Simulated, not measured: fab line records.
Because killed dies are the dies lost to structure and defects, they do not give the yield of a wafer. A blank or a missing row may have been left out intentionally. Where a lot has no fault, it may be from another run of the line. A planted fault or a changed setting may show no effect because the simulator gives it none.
One fault through the eyes of 2 desks ; flow berkeley_cmos170 ; only its own numbers are on each desk; what lay behind them is given at the end

## AT THE TOOL OWNER'S DESK: rie_diel-01
The tool's own readings at UCB170_GATE_ETCH_14 (etches BARC in N2/H2): means of the sampled wafers that have a number, for each lot that ran on this tool. If a lot's mean is further than 4 standard deviations from the usual mean, the lot is out of limits and carries the mark OUT (the distance appears in the brackets).
Columns: A = drypump_motor_current_A at UCB170_GATE_ETCH_14, usual 5.8 A; B = oes_product_au at UCB170_GATE_ETCH_14, usual 0.994 a.u.; C = throttle_valve_pct at UCB170_GATE_ETCH_14, usual 13.26 %
lot;first seen here;A;B;C
L308;day 9 23:16;5.9;0.987;13.46
L315;day 10 14:21;5.7;1.171 (+9.3) OUT;13.40
L314;day 10 14:51;6.0;1.146 (+8.0) OUT;13.22
This desk finds L314, L315 out of limits, L315 being first, at day 10 14:21 (oes_product_au at UCB170_GATE_ETCH_14). Within limits: L308.

## FROM THE METROLOGY DESK
Means of the sampled wafers that have a number, per lot and without regard to the tool the lot ran on: this is what the gauges read. If a lot's mean is further than 4 standard deviations from the usual mean, the lot is out of limits and carries the mark OUT (the distance appears in the brackets).
Columns: A = GATE_OXIDE_THK at UCB170_GATE_THK_MEAS_02, usual 6.63 nm; B = GATE_POLY_THK at UCB170_GATE_THK_MEAS_05, usual 213.7 nm; C = cd_nm at UCB170_GATE_CD_MEAS_12, usual 350.2 nm; D = GATE_OVL at UCB170_GATE_OVL_MEAS_13, usual -2 nm
lot;first seen here;A;B;C;D
L298;day 7 03:31;6.79;213.9;351.3;-6
L308;day 9 13:37;6.85;213.2;350.8;2
L314;day 10 06:34;6.58;214.7;351.4;0
L315;day 10 06:34;6.48;214.4;348.3;-6
L317;day 10 16:38;6.76;211.3;349.7;4
L319;day 11 11:44;6.51;215.0;350.4;-11
This desk's finding: nothing out of limits on any of the 6 lots.

## PUT TOGETHER
The tool owner's desk could have raised an alarm at day 10 14:21, on L314, L315.
Metrology desk: nothing out of limits seen.
The metrology desk holds a record of L314, L315, inside its limits.
Of the lots named, all ran UCB170_GATE_ETCH_14 on rie_diel-01.

## WHAT HAD BEEN PUT IN BY THE SIMULATOR
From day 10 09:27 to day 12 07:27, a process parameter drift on rie_diel-01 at UCB170_GATE_ETCH_14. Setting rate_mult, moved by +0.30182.
Struck lots among those shown: L314, L315.
How many hours passed from the start of the fault until each desk's first out-of-limits reading: the tool owner's desk, 5.
